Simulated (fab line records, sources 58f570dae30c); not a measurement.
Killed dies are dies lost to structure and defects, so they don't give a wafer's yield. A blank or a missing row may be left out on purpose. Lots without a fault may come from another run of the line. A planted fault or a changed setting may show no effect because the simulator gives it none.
Problem report in the 8D (eight disciplines) form, filled by code | flow berkeley_cmos170 | the parts of the form that need people (team, actions taken, sign-off) are left out

1. THE PROBLEM
PWELL_TW at UCB170_PWELL_TW_MEAS_17 reads a mean of 390.8 on 6 wafers of 2 lots; wafers without a fault read 377.2 with a standard deviation of 2.1. That is +6.5 standard deviations from the usual mean.
First seen on wafer L142.1, day 5 20:56, on film_metro-04. The record holds 42 wafers of 14 lots with a number at this step. Rule for "out", or "out of limits": more than 4 standard deviations from the usual mean. The other wafers with a number count as sound.

2. WHAT IT IS AND WHAT IT IS NOT
question                    | is                           | is not
which readings at this step | PWELL_TW                     | -
which lots                  | L142, L143                   | L130, L131, L132, L133, L134, L135, L144, L147, L148, L149, L151, L152
which wafers of those lots  | all that have a number       | -
read on which gauges        | film_metro-03, film_metro-04 | film_metro-02
when                        | from day 5 20:56             | up to then (18 sound wafers); but 18 sound wafers of L144, L147, L148, L149, L151, L152 came after

3. SUSPECTS, AND WHAT RULES EACH OUT
Counting: a tool at a process step up to the reading stays a suspect if it ran every lot that is out and no sound lot after the first of them.
- the gauge at UCB170_PWELL_TW_MEAS_17: ruled out. The wafers that are out were read on 2 gauges (film_metro-03, film_metro-04).
- implanter-02 at UCB170_PWELL_IMPLANT_15: kept. It ran every lot that is out, first L142 (day 5 20:41), and no sound lot after that; its last sound lot up to then is L134 (day 3 20:50). Its own readings are out on those wafers: dose_ions_cm2, faraday_current_uA.
Left after counting: implanter-02 at UCB170_PWELL_IMPLANT_15.

4. THE CAUSE (what the simulator had put in)
Process parameter drift: implanter-02, from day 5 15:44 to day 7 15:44, at UCB170_PWELL_IMPLANT_15. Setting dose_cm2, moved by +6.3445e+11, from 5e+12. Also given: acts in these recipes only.
Counting left only this tool.

5. THE CHAIN OF EFFECTS, in route order
Each row: a reading whose mean over the struck wafers that have a number lies more than 3 standard deviations from the usual. Only readings for which the record gives a usual standard deviation are gone through. hours: the time from each lot's start at the first step in this table that gives one to its start at this step, as a median over the lots. sigmas: the change in usual standard deviations.
hours | step                    | reading            | usual | on struck wafers | change | sigmas
0     | UCB170_PWELL_IMPLANT_15 | dose_ions_cm2      | 5e+12 | 6e+12            | +6e+11 | +99 or more
0     | UCB170_PWELL_IMPLANT_15 | faraday_current_uA | 15.9  | 17.9             | +2.0   | +5.8
0     | UCB170_PWELL_TW_MEAS_17 | PWELL_TW           | 377.2 | 390.8            | +13.6  | +6.5
The process steps in it:
- UCB170_PWELL_IMPLANT_15
Later measuring or inspecting steps at which every struck wafer that the step has a row for has a number for every such reading, and none has moved that far: UCB170_PSD_CD_MEAS_06, UCB170_NSD_OVL_MEAS_07.

6. WHAT WOULD HAVE CAUGHT IT SOONER
In this record the first reading out of limits at a measuring or inspecting step was taken at day 5 20:56, 5 hours after the fault began at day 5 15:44.
The tool's own readings at UCB170_PWELL_IMPLANT_15 were out on every struck wafer that the step has a row for (dose_ions_cm2, faraday_current_uA): an alarm limit on them would have fired on the first of those.
Of the lots that are out (2), L143 began UCB170_PWELL_IMPLANT_15 on implanter-02 after day 5 20:56. A hold on the tool at that time would have spared it.
